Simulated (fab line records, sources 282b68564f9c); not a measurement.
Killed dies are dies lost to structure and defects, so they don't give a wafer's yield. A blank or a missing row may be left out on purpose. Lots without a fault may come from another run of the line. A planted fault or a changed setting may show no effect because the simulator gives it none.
Which tool did it? | flow rit_cmos | 12 lots, 36 wafers sampled, at 2 steps of a route of 202

WHAT THE GAUGES READ, wafer by wafer
RIT_ACTIVE_THK_MEAS_04. Usual: ACTIVE_NITRIDE_THK 150.2 nm, standard deviation 1.2.
lot  | measured    | on            | ACTIVE_NITRIDE_THK (nm) | flag
L553 | day 1 14:51 | film_metro-02 | 152.2 153.3 151.1       |
L554 | day 1 20:28 | film_metro-03 | 148.5 148.0 147.3       |
L555 | day 2 00:49 | film_metro-04 | 149.3 148.6 148.8       |
L556 | day 2 05:19 | film_metro-02 | 149.3 149.7 149.6       |
L557 | day 2 09:47 | film_metro-04 | 150.3 149.4 150.5       |
L559 | day 2 22:19 | film_metro-03 | 186.8 188.1 187.3       | OFF
L562 | day 3 12:40 | film_metro-04 | 148.8 149.3 149.2       |
L563 | day 3 17:03 | film_metro-03 | 149.6 151.0 150.8       |
L569 | day 4 22:59 | film_metro-04 | 150.4 151.2 150.9       |
L573 | day 5 17:52 | film_metro-03 | 150.7 149.7 150.5       |
L575 | day 6 04:23 | film_metro-04 | 149.6 150.8 151.0       |
L576 | day 6 09:23 | film_metro-03 | 147.3 148.7 148.6       |

WHICH TOOL RAN EACH LOT (tool, then ch and the chambers of the sampled wafers, then the start)
lot  | RIT_ACTIVE_CVD_03
L553 | lpcvd-01 ch 1, day 1 13:24
L554 | lpcvd-01 ch 0, day 1 19:02
L555 | lpcvd-02 ch 1, day 1 23:24
L556 | lpcvd-02 ch 1, day 2 03:53
L557 | lpcvd-01 ch 1, day 2 08:22
L559 | lpcvd-02 ch 1, day 2 20:11
L562 | lpcvd-01 ch 1, day 3 11:14
L563 | lpcvd-01 ch 1, day 3 15:38
L569 | lpcvd-01 ch 1, day 4 21:34
L573 | lpcvd-01 ch 1, day 5 16:26
L575 | lpcvd-01 ch 1, day 6 02:58
L576 | lpcvd-01 ch 1, day 6 07:58
- RIT_ACTIVE_CVD_03: deposits Si3N4 from SiH2Cl2/NH3, target thk 150 nm, time 1500 s.

WHAT THE TOOLS THEMSELVES READ (means of the sampled wafers that have a number; where no wafer has one, the mark that the record gives instead)
RIT_ACTIVE_CVD_03. Usual: spike_tc_centre_C 811.9 C, standard deviation 1.5; spike_tc_load_C 835.6 C, standard deviation 2; spike_tc_source_C 834.0 C, standard deviation 1.5; susceptor_temp_C 810.00 C, standard deviation 0.3.
lot  | tool     | spike_tc_centre_C (C) | spike_tc_load_C (C) | spike_tc_source_C (C) | susceptor_temp_C (C) | flag
L553 | lpcvd-01 | 810.8                 | 835.4               | 834.6                 | 810.04               |
L554 | lpcvd-01 | 809.8                 | 835.9               | 834.4                 | 809.57               |
L555 | lpcvd-02 | 810.6                 | 836.8               | 835.3                 | 810.00               |
L556 | lpcvd-02 | 811.5                 | 837.1               | 834.4                 | 810.02               |
L557 | lpcvd-01 | 810.6                 | 836.7               | 833.5                 | 810.19               |
L559 | lpcvd-02 | 823.0                 | 847.9               | 847.7                 | 809.48               | OFF
L562 | lpcvd-01 | 813.2                 | 836.6               | 834.6                 | 810.01               |
L563 | lpcvd-01 | 812.0                 | 836.5               | 834.3                 | 809.76               |
L569 | lpcvd-01 | 811.2                 | 836.8               | 833.6                 | 810.09               |
L573 | lpcvd-01 | 812.4                 | 836.4               | 834.8                 | 809.73               |
L575 | lpcvd-01 | 810.3                 | 836.0               | 833.4                 | 810.06               |
L576 | lpcvd-01 | 810.8                 | 837.2               | 834.0                 | 809.88               |

THE ANSWER, worked out from the rows above alone
Rule: a lot is off if the mean of its wafers that have a number lies more than 3 standard deviations from the usual mean. A lot without any number at a reading at which 4 lots or more have one is off too. The other lots that the step has rows for count as sound. The gauges are gone through in route order, then the tools' own readings, and for those a lot's mean is taken as printed above. The first step at which some lot is off is used, and at that step the reading that is off furthest; a lot without a number counts as furthest.
Off: L559, at RIT_ACTIVE_THK_MEAS_04 (ACTIVE_NITRIDE_THK).
A tool fits if, at a process step before that reading, it ran every lot that is off, and no sound lot after the first of them. The gauges at RIT_ACTIVE_THK_MEAS_04 aren't tried: what is off there is off at RIT_ACTIVE_CVD_03 too, on other tools, and a gauge's error can't cause that. One fits: lpcvd-02 at RIT_ACTIVE_CVD_03. Its last sound lot is L556 (day 2 03:53), its first lot that is off L559 (day 2 20:11): a fault that began between those two fits.
The tool's own readings at RIT_ACTIVE_CVD_03 bear it out: on the lots that are off they differ by more than 5 times the standard deviation of the sound lots' means. spike_tc_centre_C reads 823.0 C there against 811.2 C on the sound lots; spike_tc_load_C reads 847.9 C there against 836.5 C on the sound lots; spike_tc_source_C reads 847.7 C there against 834.3 C on the sound lots.

WHAT THE SIMULATOR HAD PUT IN
Process parameter drift: lpcvd-02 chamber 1, from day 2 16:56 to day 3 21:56, at RIT_ACTIVE_CVD_03. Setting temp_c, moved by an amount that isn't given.
Lots struck among those shown: L559. The rule above found the same.
